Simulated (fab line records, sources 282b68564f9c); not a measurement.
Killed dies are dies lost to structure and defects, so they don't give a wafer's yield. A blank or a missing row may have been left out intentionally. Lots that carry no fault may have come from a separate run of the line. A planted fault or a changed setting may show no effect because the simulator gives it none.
2 desks, one fault / flow rit-cmos / every desk sees just its own numbers, and what lay behind them comes last

FROM THE METROLOGY DESK
What the gauges read for every lot (on any tool): the sampled wafers with a number, averaged. A lot is out of limits, marked OUT, if its mean lies more than 4 standard deviations from the usual mean; the brackets give that distance.
Columns: A = ACTIVE_OXIDE_THK at RIT_ACTIVE_THK_MEAS_02, usual 46.8 nm; B = ACTIVE_NITRIDE_THK at RIT_ACTIVE_THK_MEAS_04, usual 150.3 nm; C = FOX2_OXIDE_THK at RIT_FOX2_THK_MEAS_01, usual 353 nm
lot=L124; first seen here=day 1 12:10; A=47.9; B=152.0; C=355
lot=L125; first seen here=day 1 17:03; A=44.7; B=149.5; C=361
lot=L126; first seen here=day 1 22:04; A=48.3; B=151.0; C=355
lot=L127; first seen here=day 2 03:05; A=45.9; B=148.2; C=360
lot=L128; first seen here=day 2 08:04; A=47.0; B=149.3; C=364
lot=L135; first seen here=day 3 19:32; A=48.8; B=236.0 (+61) OUT; C=-
lot=L136; first seen here=day 4 00:03; A=44.8; B=151.6; C=349
lot=L137; first seen here=day 4 05:04; A=46.9; B=149.9; C=353
lot=L139; first seen here=day 4 15:03; A=46.5; B=150.5; C=341
lot=L142; first seen here=day 5 06:03; A=46.4; B=151.2; C=351
lot=L144; first seen here=day 5 16:03; A=47.2; B=150.2; C=348
lot=L145; first seen here=day 5 21:03; A=45.9; B=151.0; C=352
lot=L147; first seen here=day 6 07:04; A=46.4; B=151.8; C=346
This desk reports L135 out of limits; the earliest was L135 at day 3 21:00 (ACTIVE_NITRIDE_THK at RIT_ACTIVE_THK_MEAS_04). In limits: L124, L125, L126, L127, L128, L136, L137, L139, L142, L144, L145, L147.

THE TOOL OWNER'S DESK: lpcvd-02
The tool's own readings at RIT_ACTIVE_CVD_03 (deposits Si3N4 from SiH2Cl2/NH3, target thk 150 nm, time 1500 s): means of the sampled wafers that have a number, for each lot that ran on this tool. A lot is out of limits, marked OUT, if its mean lies more than 4 standard deviations from the usual mean; the brackets give that distance.
Columns: A = zone-power-source-pct at RIT_ACTIVE_CVD_03, usual 21.2 %
lot=L124; first seen here=day 1 12:14; A=21.1
lot=L125; first seen here=day 1 17:07; A=21.2
lot=L126; first seen here=day 1 22:07; A=20.9
lot=L127; first seen here=day 2 03:07; A=21.1
lot=L135; first seen here=day 3 19:35; A=20.9
lot=L137; first seen here=day 4 05:07; A=21.7
lot=L139; first seen here=day 4 15:07; A=21.6
Finding of this desk: none of the 7 lots has anything out of limits.

PUT TOGETHER
L135 would have let the metrology desk raise an alarm at day 3 21:00.
The tool owner's desk saw nothing out of limits.
The tool owner's desk has L135 on record, within its limits.
Every lot named ran RIT_ACTIVE_CVD_03 on lpcvd-02.

WHAT THE SIMULATOR PUT IN
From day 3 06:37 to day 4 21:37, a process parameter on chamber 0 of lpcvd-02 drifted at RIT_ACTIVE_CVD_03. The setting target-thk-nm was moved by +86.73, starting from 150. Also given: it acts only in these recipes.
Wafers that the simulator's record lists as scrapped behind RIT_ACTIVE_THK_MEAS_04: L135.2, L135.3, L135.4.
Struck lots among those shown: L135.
Hours from the fault's start to each desk's first reading out of limits: the metrology desk, 14.
